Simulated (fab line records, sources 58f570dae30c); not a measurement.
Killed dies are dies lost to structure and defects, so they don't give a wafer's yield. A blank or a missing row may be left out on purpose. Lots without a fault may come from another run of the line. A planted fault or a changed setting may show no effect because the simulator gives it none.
Which tool did it? | flow berkeley_cmos170 | 7 lots, 21 wafers sampled, at 3 steps of a route of 331

WHAT THE GAUGES READ, wafer by wafer
UCB170_PSD_TW_MEAS_10.
lot  | measured     | on            | PSD_TW
L583 | day 7 23:50  | film_metro-03 | 2302 2295 2308
L588 | day 9 02:23  | film_metro-02 | 2334 2331 2329
L590 | day 9 10:39  | film_metro-01 | 2304 2302 2304
L591 | day 9 11:27  | film_metro-01 | 2309 2305 2311
L598 | day 10 19:41 | film_metro-02 | 2309 2304 2308
L596 | day 10 20:10 | film_metro-01 | 2732 2732 2745 2716 2719 2734
L601 | day 11 12:02 | film_metro-01 | 2736 2718 2736 2727 2724 2711

WHICH TOOL RAN EACH LOT (tool, then ch and the chambers of the sampled wafers, then the start)
lot  | UCB170_PSD_IMPLANT_08           | UCB170_PSD_STRIP_09
L583 | implanter-01 ch 0, day 7 23:35  | plasma_asher-02 ch 0,1, day 7 23:44
L588 | implanter-04 ch 0, day 9 02:08  | plasma_asher-02 ch 0,1, day 9 02:16
L590 | implanter-01 ch 0, day 9 10:24  | plasma_asher-01 ch 0,1, day 9 10:33
L591 | implanter-01 ch 0, day 9 11:13  | plasma_asher-03 ch 0,1, day 9 11:20
L598 | implanter-03 ch 0, day 10 19:27 | plasma_asher-02 ch 0,1, day 10 19:34
L596 | implanter-01 ch 0, day 10 19:56 | plasma_asher-03 ch 0,1, day 10 20:04
L601 | implanter-01 ch 0, day 11 11:47 | plasma_asher-01 ch 1, day 11 11:55
- UCB170_PSD_IMPLANT_08
- UCB170_PSD_STRIP_09: strips in O2.

THE ANSWER, worked out from the rows above alone
Rule: what is usual is taken from the lots themselves. Put in order of their means at a reading, lots are off if they are a third of the lots or fewer, leave a main group of 4 or more, and stand apart from it by a gap of 3 or more times the standard deviation of the main group's means; of several such gaps the widest counts. A main group whose means are all the same, to the digits that the tables above print for the reading, isn't used. A lot without any number at a reading at which 4 lots or more have one is off too. The other lots that the step has rows for count as sound.
Off: L596, L601, at UCB170_PSD_TW_MEAS_10 (PSD_TW). The main group: mean 2310, standard deviation 11.
A tool fits if, at a process step before that reading, it ran every lot that is off, and no sound lot after the first of them. The gauges at UCB170_PSD_TW_MEAS_10 are tried like those tools. Can't be told from this: 2 tools fit, implanter-01 at UCB170_PSD_IMPLANT_08, film_metro-01 at UCB170_PSD_TW_MEAS_10.

WHAT THE SIMULATOR HAD PUT IN
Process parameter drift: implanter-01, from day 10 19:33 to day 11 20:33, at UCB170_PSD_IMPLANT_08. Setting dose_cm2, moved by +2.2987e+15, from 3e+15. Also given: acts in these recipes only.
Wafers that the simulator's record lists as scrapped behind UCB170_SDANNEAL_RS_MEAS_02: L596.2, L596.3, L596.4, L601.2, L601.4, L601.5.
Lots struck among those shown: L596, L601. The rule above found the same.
